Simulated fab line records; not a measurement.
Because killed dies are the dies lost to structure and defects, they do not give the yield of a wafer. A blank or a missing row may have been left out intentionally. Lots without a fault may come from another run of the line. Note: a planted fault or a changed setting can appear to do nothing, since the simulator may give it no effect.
Which of the tools did it? :: flow berkeley cmos170 :: 13 lots with 39 wafers sampled at 6 steps, on a route of 331 steps

WHAT THE GAUGES SHOWED, per wafer
UCB170_NVT_OVL_MEAS_06. Usual: NVT_OVL typically reads 2 nm, with standard deviation 5.1.
lot: L936
measured: day 6 17:10
on: overlay-01
NVT_OVL (nm): 12 5 10
flag: 

lot: L937
measured: day 6 17:53
on: overlay-02
NVT_OVL (nm): -1 0 3
flag: 

lot: L940
measured: day 7 19:55
on: overlay-02
NVT_OVL (nm): -2 -4 -1
flag: 

lot: L945
measured: day 8 22:07
on: overlay-02
NVT_OVL (nm): 1 2 5
flag: 

lot: L946
measured: day 8 21:44
on: overlay-02
NVT_OVL (nm): 1 0 5
flag: 

lot: L947
measured: day 9 05:44
on: overlay-01
NVT_OVL (nm): 2 -3 0
flag: 

lot: L949
measured: day 9 13:57
on: overlay-01
NVT_OVL (nm): 2 -2 -2
flag: 

lot: L950
measured: day 10 00:31
on: overlay-01
NVT_OVL (nm): 4 5 10
flag: 

lot: L953
measured: day 10 09:01
on: overlay-02
NVT_OVL (nm): 12 10 4
flag: 

lot: L954
measured: day 11 05:37
on: overlay-01
NVT_OVL (nm): 0 8 7
flag: 

lot: L955
measured: day 11 06:20
on: overlay-02
NVT_OVL (nm): -3 -1 -10
flag: 

lot: L957
measured: day 11 06:04
on: overlay-02
NVT_OVL (nm): 4 6 3
flag: 

lot: L958
measured: day 12 11:58
on: overlay-01
NVT_OVL (nm): 1 -5 -1
flag: 

UCB170_GATE_THK_MEAS_05. Usual: GATE_POLY_THK typically reads 213.4 nm, with standard deviation 2.1.
lot: L936
measured: day 7 09:08
on: film metro-02
GATE_POLY_THK (nm): 211.0 211.2 211.6
flag: 

lot: L937
measured: day 7 09:08
on: film metro-03
GATE_POLY_THK (nm): 216.6 216.3 215.9
flag: 

lot: L940
measured: day 8 12:49
on: film metro-02
GATE_POLY_THK (nm): 180.0 180.6 179.2
flag: OFF

lot: L945
measured: day 9 19:46
on: film metro-01
GATE_POLY_THK (nm): 211.7 213.0 213.1
flag: 

lot: L946
measured: day 9 19:46
on: film metro-03
GATE_POLY_THK (nm): 217.8 216.2 217.7
flag: 

lot: L947
measured: day 9 19:51
on: film metro-03
GATE_POLY_THK (nm): 214.3 212.1 213.8
flag: 

lot: L949
measured: day 10 07:02
on: film metro-03
GATE_POLY_THK (nm): 216.2 214.9 216.3
flag: 

lot: L950
measured: day 10 20:35
on: film metro-02
GATE_POLY_THK (nm): 212.0 210.5 211.7
flag: 

lot: L953
measured: day 10 20:38
on: film metro-03
GATE_POLY_THK (nm): 213.3 210.6 210.4
flag: 

lot: L954
measured: day 12 05:12
on: film metro-01
GATE_POLY_THK (nm): 214.2 213.6 215.0
flag: 

lot: L955
measured: day 12 05:16
on: film metro-03
GATE_POLY_THK (nm): 213.6 211.7 212.3
flag: 

lot: L957
measured: day 12 05:13
on: film metro-03
GATE_POLY_THK (nm): 216.2 213.4 215.6
flag: 

lot: L958
measured: day 13 02:58
on: film metro-01
GATE_POLY_THK (nm): 209.2 209.7 207.6
flag: 

UCB170_PLDD_TW_MEAS_11. Usual: PLDD_TW typically reads 1016, with standard deviation 9.7.
lot: L936
measured: day 7 12:39
on: film metro-04
PLDD_TW: 1031 1028 1031
flag: 

lot: L937
measured: day 7 12:45
on: film metro-03
PLDD_TW: 1012 1011 1013
flag: 

lot: L940
measured: day 8 16:09
on: film metro-03
PLDD_TW: 1010 1019 1011
flag: 

lot: L945
measured: day 9 23:37
on: film metro-04
PLDD_TW: 1029 1029 1033
flag: 

lot: L946
measured: day 9 23:21
on: film metro-01
PLDD_TW: 1002 1003 1002
flag: 

lot: L947
measured: day 10 00:29
on: film metro-01
PLDD_TW: 1013 1008 1012
flag: 

lot: L949
measured: day 10 10:50
on: film metro-01
PLDD_TW: 1004 1009 1009
flag: 

lot: L950
measured: day 11 01:10
on: film metro-03
PLDD_TW: 1012 1017 1008
flag: 

lot: L953
measured: day 11 01:26
on: film metro-04
PLDD_TW: 1028 1027 1029
flag: 

lot: L954
measured: day 12 10:01
on: film metro-04
PLDD_TW: 1026 1030 1025
flag: 

lot: L955
measured: day 12 10:17
on: film metro-01
PLDD_TW: 1016 1013 1010
flag: 

lot: L957
measured: day 12 08:54
on: film metro-01
PLDD_TW: 1010 1015 1007
flag: 

lot: L958
measured: day 13 06:55
on: film metro-01
PLDD_TW: 1006 1009 1011
flag: 

WHAT TOOL EACH LOT RAN ON (gives the tool, then ch and the chambers of the sampled wafers, and finally the start)
lot: L936
UCB170_ACTIVE_STRIP_16: plasma asher-01 ch 0,1, day 5 01:01
UCB170_GATE_CVD_04: lpcvd-02 ch 1, day 7 07:43
UCB170_GATE_ETCH_15: rie si-02 ch 0,2, day 7 10:43

lot: L937
UCB170_ACTIVE_STRIP_16: plasma asher-03 ch 0,1, day 5 01:32
UCB170_GATE_CVD_04: lpcvd-02 ch 1, day 7 07:43
UCB170_GATE_ETCH_15: rie si-01 ch 0,1,3, day 7 10:50

lot: L940
UCB170_ACTIVE_STRIP_16: plasma asher-03 ch 0,1, day 6 00:58
UCB170_GATE_CVD_04: lpcvd-01 ch 0, day 8 11:25
UCB170_GATE_ETCH_15: rie si-01 ch 1,3, day 8 14:11

lot: L945
UCB170_ACTIVE_STRIP_16: plasma asher-04 ch 0,1, day 7 00:58
UCB170_GATE_CVD_04: lpcvd-02 ch 0, day 9 17:40
UCB170_GATE_ETCH_15: rie si-01 ch 2,3, day 9 21:10

lot: L946
UCB170_ACTIVE_STRIP_16: plasma asher-03 ch 0,1, day 7 08:51
UCB170_GATE_CVD_04: lpcvd-02 ch 1, day 9 17:40
UCB170_GATE_ETCH_15: rie si-02 ch 0,1, day 9 21:06

lot: L947
UCB170_ACTIVE_STRIP_16: plasma asher-04 ch 0,1, day 7 09:12
UCB170_GATE_CVD_04: lpcvd-02 ch 0, day 9 17:40
UCB170_GATE_ETCH_15: rie si-01 ch 2,3, day 9 21:38

lot: L949
UCB170_ACTIVE_STRIP_16: plasma asher-01 ch 0,1, day 7 19:35
UCB170_GATE_CVD_04: lpcvd-01 ch 1, day 10 05:38
UCB170_GATE_ETCH_15: rie si-02 ch 0,3, day 10 08:21

lot: L950
UCB170_ACTIVE_STRIP_16: plasma asher-01 ch 0,1, day 8 03:09
UCB170_GATE_CVD_04: lpcvd-01 ch 1, day 10 19:10
UCB170_GATE_ETCH_15: rie si-01 ch 1,2, day 10 22:17

lot: L953
UCB170_ACTIVE_STRIP_16: plasma asher-04 ch 0,1, day 8 20:08
UCB170_GATE_CVD_04: lpcvd-01 ch 1, day 10 19:10
UCB170_GATE_ETCH_15: rie si-02 ch 0,1,3, day 10 22:46

lot: L954
UCB170_ACTIVE_STRIP_16: plasma asher-04 ch 0,1, day 9 06:52
UCB170_GATE_CVD_04: lpcvd-01 ch 1, day 12 03:47
UCB170_GATE_ETCH_15: rie si-02 ch 1,2,3, day 12 07:13

lot: L955
UCB170_ACTIVE_STRIP_16: plasma asher-03 ch 0, day 9 07:11
UCB170_GATE_CVD_04: lpcvd-01 ch 1, day 12 03:47
UCB170_GATE_ETCH_15: rie si-01 ch 1,3, day 12 07:41

lot: L957
UCB170_ACTIVE_STRIP_16: plasma asher-04 ch 0,1, day 9 07:33
UCB170_GATE_CVD_04: lpcvd-01 ch 1, day 12 03:47
UCB170_GATE_ETCH_15: rie si-02 ch 0,3, day 12 06:37

lot: L958
UCB170_ACTIVE_STRIP_16: plasma asher-04 ch 0, day 10 07:53
UCB170_GATE_CVD_04: lpcvd-01 ch 1, day 13 01:30
UCB170_GATE_ETCH_15: rie si-02 ch 0,1, day 13 04:45
- UCB170_ACTIVE_STRIP_16: strips in O2.
- UCB170_GATE_CVD_04: deposits poly-Si from SiH4, time 1440 s, target thk 214 nm.
- UCB170_GATE_ETCH_15: etches poly-Si in HBr/Cl2, stops on SiO2, time 56.3 s, target depth 278.2 nm.

AS READ BY THE TOOLS THEMSELVES (means over the sampled wafers that have a number; for cases with no such wafer, the mark the record gives instead)
UCB170_ACTIVE_STRIP_16. Usual: drypump motor current A 5.7 A, standard deviation 0.54; oes product au 0.721 a.u., standard deviation 0.0044; strip time to endpoint s 18.09 s, standard deviation 0.074.
lot: L936
tool: plasma asher-01
drypump motor current A (A): 6.2
oes product au (a.u.): 0.721
strip time to endpoint s (s): 18.04
flag: 

lot: L937
tool: plasma asher-03
drypump motor current A (A): 6.2
oes product au (a.u.): 0.719
strip time to endpoint s (s): 18.02
flag: 

lot: L940
tool: plasma asher-03
drypump motor current A (A): 6.0
oes product au (a.u.): 0.719
strip time to endpoint s (s): 18.07
flag: 

lot: L945
tool: plasma asher-04
drypump motor current A (A): 5.0
oes product au (a.u.): 0.722
strip time to endpoint s (s): 18.06
flag: 

lot: L946
tool: plasma asher-03
drypump motor current A (A): 6.1
oes product au (a.u.): 0.719
strip time to endpoint s (s): 18.02
flag: 

lot: L947
tool: plasma asher-04
drypump motor current A (A): 5.0
oes product au (a.u.): 0.719
strip time to endpoint s (s): 18.03
flag: 

lot: L949
tool: plasma asher-01
drypump motor current A (A): 6.2
oes product au (a.u.): 0.718
strip time to endpoint s (s): 18.10
flag: 

lot: L950
tool: plasma asher-01
drypump motor current A (A): 6.2
oes product au (a.u.): 0.722
strip time to endpoint s (s): 18.20
flag: 

lot: L953
tool: plasma asher-04
drypump motor current A (A): 5.0
oes product au (a.u.): 0.726
strip time to endpoint s (s): 18.16
flag: 

lot: L954
tool: plasma asher-04
drypump motor current A (A): 5.2
oes product au (a.u.): 0.720
strip time to endpoint s (s): 18.13
flag: 

lot: L955
tool: plasma asher-03
drypump motor current A (A): 6.3
oes product au (a.u.): 0.724
strip time to endpoint s (s): 18.15
flag: 

lot: L957
tool: plasma asher-04
drypump motor current A (A): 5.0
oes product au (a.u.): 0.721
strip time to endpoint s (s): 18.14
flag: 

lot: L958
tool: plasma asher-04
drypump motor current A (A): 4.8
oes product au (a.u.): 0.717
strip time to endpoint s (s): 18.13
flag: 

UCB170_GATE_CVD_04. Usual: 120.0 sccm for sih4 flow sccm, sd 0.36.
lot: L936
tool: lpcvd-02
sih4 flow sccm (sccm): 119.9
flag: 

lot: L937
tool: lpcvd-02
sih4 flow sccm (sccm): 119.7
flag: 

lot: L940
tool: lpcvd-01
sih4 flow sccm (sccm): 120.6
flag: 

lot: L945
tool: lpcvd-02
sih4 flow sccm (sccm): 120.1
flag: 

lot: L946
tool: lpcvd-02
sih4 flow sccm (sccm): 120.1
flag: 

lot: L947
tool: lpcvd-02
sih4 flow sccm (sccm): 120.3
flag: 

lot: L949
tool: lpcvd-01
sih4 flow sccm (sccm): 119.7
flag: 

lot: L950
tool: lpcvd-01
sih4 flow sccm (sccm): 120.0
flag: 

lot: L953
tool: lpcvd-01
sih4 flow sccm (sccm): 120.1
flag: 

lot: L954
tool: lpcvd-01
sih4 flow sccm (sccm): 119.9
flag: 

lot: L955
tool: lpcvd-01
sih4 flow sccm (sccm): 120.2
flag: 

lot: L957
tool: lpcvd-01
sih4 flow sccm (sccm): 119.9
flag: 

lot: L958
tool: lpcvd-01
sih4 flow sccm (sccm): 120.2
flag: 

UCB170_GATE_ETCH_15. Usual: drypump motor current A 5.52 A, standard deviation 0.29; oes product au 0.826 a.u., standard deviation 0.016; throttle valve pct 26.25 %, standard deviation 0.2.
lot: L936
tool: rie si-02
drypump motor current A (A): 5.30
oes product au (a.u.): 0.827
throttle valve pct (%): 26.34
flag: 

lot: L937
tool: rie si-01
drypump motor current A (A): 5.31
oes product au (a.u.): 0.822
throttle valve pct (%): 26.15
flag: 

lot: L940
tool: rie si-01
drypump motor current A (A): 5.44
oes product au (a.u.): 0.752
throttle valve pct (%): 26.21
flag: OFF

lot: L945
tool: rie si-01
drypump motor current A (A): 5.71
oes product au (a.u.): 0.844
throttle valve pct (%): 26.41
flag: 

lot: L946
tool: rie si-02
drypump motor current A (A): 5.83
oes product au (a.u.): 0.836
throttle valve pct (%): 26.20
flag: 

lot: L947
tool: rie si-01
drypump motor current A (A): 5.68
oes product au (a.u.): 0.843
throttle valve pct (%): 26.40
flag: 

lot: L949
tool: rie si-02
drypump motor current A (A): 5.55
oes product au (a.u.): 0.822
throttle valve pct (%): 26.33
flag: 

lot: L950
tool: rie si-01
drypump motor current A (A): 5.56
oes product au (a.u.): 0.810
throttle valve pct (%): 26.20
flag: 

lot: L953
tool: rie si-02
drypump motor current A (A): 5.69
oes product au (a.u.): 0.817
throttle valve pct (%): 26.28
flag: 

lot: L954
tool: rie si-02
drypump motor current A (A): 5.51
oes product au (a.u.): 0.832
throttle valve pct (%): 26.09
flag: 

lot: L955
tool: rie si-01
drypump motor current A (A): 5.43
oes product au (a.u.): 0.818
throttle valve pct (%): 26.13
flag: 

lot: L957
tool: rie si-02
drypump motor current A (A): 5.53
oes product au (a.u.): 0.825
throttle valve pct (%): 26.35
flag: 

lot: L958
tool: rie si-02
drypump motor current A (A): 5.74
oes product au (a.u.): 0.810
throttle valve pct (%): 26.40
flag: 

THE ANSWER, worked out from the rows above alone
Rule: a lot counts as off when the mean over its wafers that have a number is more than 3 standard deviations away from the usual mean. A lot without any number at a reading at which 4 lots or more have one is off too. All remaining lots with rows at the step are treated as sound. First the gauges in route order, then the tools' own readings, where a lot's mean is used as printed above. The first step at which some lot is off is used, and at that step the reading that is off furthest; a lot without a number counts as furthest.
Off: L940, seen at UCB170_GATE_THK_MEAS_05 (GATE_POLY_THK).
A tool fits if, at a process step before that reading, it ran every lot that is off, and no sound lot after the first of them. The gauges at UCB170_GATE_THK_MEAS_05 aren't tried: what is off there is off at UCB170_GATE_ETCH_15 too, on other tools, and a gauge's error can't cause that. Of those tried, none fits.

WHAT THE SIMULATOR HAD INSERTED
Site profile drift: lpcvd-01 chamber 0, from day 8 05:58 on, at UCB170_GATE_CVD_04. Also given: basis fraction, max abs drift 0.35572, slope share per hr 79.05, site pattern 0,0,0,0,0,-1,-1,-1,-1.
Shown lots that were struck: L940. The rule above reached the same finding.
